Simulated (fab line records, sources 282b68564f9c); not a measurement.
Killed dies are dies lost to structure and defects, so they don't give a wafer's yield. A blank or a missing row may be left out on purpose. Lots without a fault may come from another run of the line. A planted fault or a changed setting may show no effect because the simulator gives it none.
One fault seen from 2 desks | flow rit_cmos | each desk has only its own numbers; what lay behind them comes last

THE METROLOGY DESK
What the gauges read, lot by lot, whatever tool the lot ran on: means of the sampled wafers that have a number. A lot is out of limits, marked OUT, if its mean lies more than 4 standard deviations from the usual mean; the brackets give that distance.
Columns: A = PSD_RS at RIT_SDANNEAL_RS_MEAS_04, usual 115.83 ohm/sq; B = NSD_RS at RIT_SDANNEAL_RS_MEAS_05, usual 84.43 ohm/sq; C = PLDD_RS at RIT_SDANNEAL_RS_MEAS_06, usual 178.4 ohm/sq; D = NLDD_RS at RIT_SDANNEAL_RS_MEAS_07, usual 151.4 ohm/sq; E = SILICIDE_TI_RS at RIT_SILICIDE_RS_MEAS_02, usual 47.8 ohm/sq; F = SILICIDE_TI_THK at RIT_SILICIDE_THK_MEAS_03, usual 29.9 nm
lot  | first seen here | A      | B     | C     | D     | E    | F
L876 | day 3 07:14     | 116.28 | 84.95 | 179.0 | 151.2 | 47.5 | 30.2
L877 | day 3 10:47     | 115.59 | 84.67 | 178.1 | 151.4 | 47.6 | 29.9
L881 | day 4 07:40     | 115.99 | 84.16 | 178.0 | 152.4 | 48.1 | 29.7
L883 | day 4 18:52     | 116.09 | 84.37 | 179.0 | 151.0 | 48.7 | 29.6
L889 | day 6 05:40     | 115.98 | 84.55 | 179.0 | 151.8 | 47.7 | 29.9
L898 | day 7 21:07     | 115.64 | 84.74 | 178.5 | 151.9 | 47.9 | 30.1
This desk's finding: nothing out of limits on any of the 6 lots.

THE TOOL OWNER'S DESK: rtp_anneal-01
The tool's own readings at RIT_SILICIDE_RTA_04 (time 10 s, ramp up 5 s, ramp down 5 s): means of the sampled wafers that have a number, for each lot that ran on this tool. A lot is out of limits, marked OUT, if its mean lies more than 4 standard deviations from the usual mean; the brackets give that distance.
Columns: A = wafer_temp_C_max at RIT_SILICIDE_RTA_04, usual 652.5
lot  | first seen here | A
L877 | day 3 11:37     | 653.0
L881 | day 4 08:31     | 657.6 (+7.1) OUT
L883 | day 4 19:41     | 656.3 (+5.4) OUT
This desk's finding: out of limits on L881, L883; first on L881, day 4 08:31 (wafer_temp_C_max at RIT_SILICIDE_RTA_04). In limits: L877.

PUT TOGETHER
The tool owner's desk could have raised an alarm at day 4 08:31, on L881, L883.
The metrology desk saw nothing out of limits.
The metrology desk has L881, L883 on record, within its limits.
Of the lots named, all ran RIT_SILICIDE_RTA_04 on rtp_anneal-01.

WHAT THE SIMULATOR HAD PUT IN
Process parameter drift: rtp_anneal-01, from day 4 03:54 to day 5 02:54, at RIT_SILICIDE_RTA_04. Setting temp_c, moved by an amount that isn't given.
Lots struck among those shown: L881, L883.
Hours from the fault's start to each desk's first reading out of limits: the tool owner's desk, 5.
